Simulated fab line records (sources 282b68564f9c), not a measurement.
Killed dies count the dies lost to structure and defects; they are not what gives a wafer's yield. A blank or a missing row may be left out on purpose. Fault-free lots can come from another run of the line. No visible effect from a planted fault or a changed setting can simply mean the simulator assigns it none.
Which tool was responsible?    flow rit-cmos    route of 202 steps, sampled at 1 step: 14 lots, 42 wafers

== WHAT THE GAUGES READ, wafer by wafer ==
The record lacks any reading of a measuring or inspecting step that a usual standard deviation could be used to judge.

== WHICH TOOL RAN EACH LOT (tool, then ch and the chambers of the sampled wafers, then the start) ==
lot   RIT_CONTACT_CLEAN_13
L518  wet-bench-03 ch 3, day 3 08:34
L520  wet-bench-01 ch 0, day 3 21:46
L522  wet-bench-04 ch 1, day 4 04:38
L525  wet-bench-04 ch 1, day 4 21:56
L526  wet-bench-01 ch 3, day 5 01:37
L527  wet-bench-04 ch 3, day 5 06:52
L530  wet-bench-01 ch 3, day 5 23:39
L533  wet-bench-04 ch 2, day 6 13:01
L534  wet-bench-04 ch 1, day 6 18:32
L535  wet-bench-01 ch 1, day 6 23:48
L536  wet-bench-03 ch 2, day 7 05:10
L537  wet-bench-04 ch 0, day 7 09:13
L538  wet-bench-04 ch 0, day 7 13:16
L539  wet-bench-03 ch 2, day 7 18:47
- RIT_CONTACT_CLEAN_13: cleans in SC1, time 600 s.

== AS READ BY THE TOOLS THEMSELVES (means over the sampled wafers that have a number; for cases with no such wafer, the mark the record gives instead) ==
RIT_CONTACT_CLEAN_13.
lot   tool          bath-guard-temp-C (C)  bath-heat-duty-pct (%)
L518  wet-bench-03  74.9                   15.3
L520  wet-bench-01  75.6                   15.0
L522  wet-bench-04  74.9                   15.6
L525  wet-bench-04  75.0                   15.8
L526  wet-bench-01  -                      -
L527  wet-bench-04  -                      -
L530  wet-bench-01  75.5                   13.3
L533  wet-bench-04  75.2                   16.0
L534  wet-bench-04  75.0                   16.1
L535  wet-bench-01  75.1                   17.5
L536  wet-bench-03  74.4                   15.6
L537  wet-bench-04  76.2                   14.2
L538  wet-bench-04  76.1                   15.1
L539  wet-bench-03  74.3                   15.1

== THE ANSWER, worked out from the rows above alone ==
Rule: usual is defined by the lots themselves. The widest of any qualifying gaps counts: lots, ordered by their means at a reading, are off when they make up no more than a third of the lots, leave a main group of 4 or more, and stand apart from it by 3 or more times the standard deviation of that group's means. If all means in a main group match to the digits the tables above print for the reading, that group is not used. Also off: a lot with no number at a reading for which 4 or more lots have one. Any other lot the step has rows for is counted as sound. Order of review: gauges by route order, followed by the tools' own readings, for which a lot's mean as printed above is used. The first step at which some lot is off is used, and at that step the reading that is off furthest; a lot without a number counts as furthest.
Off, at RIT_CONTACT_CLEAN_13 on bath-guard-temp-C: L526, L527. Without a number there: L526, L527. The main group has a mean of 75.2 C with a standard deviation of 0.56.
A tool fits if, at that step or a process step before it, it ran every lot that is off, and no sound lot after the first of them. None of those tried fits.

== WHAT THE SIMULATOR HAD PUT IN ==
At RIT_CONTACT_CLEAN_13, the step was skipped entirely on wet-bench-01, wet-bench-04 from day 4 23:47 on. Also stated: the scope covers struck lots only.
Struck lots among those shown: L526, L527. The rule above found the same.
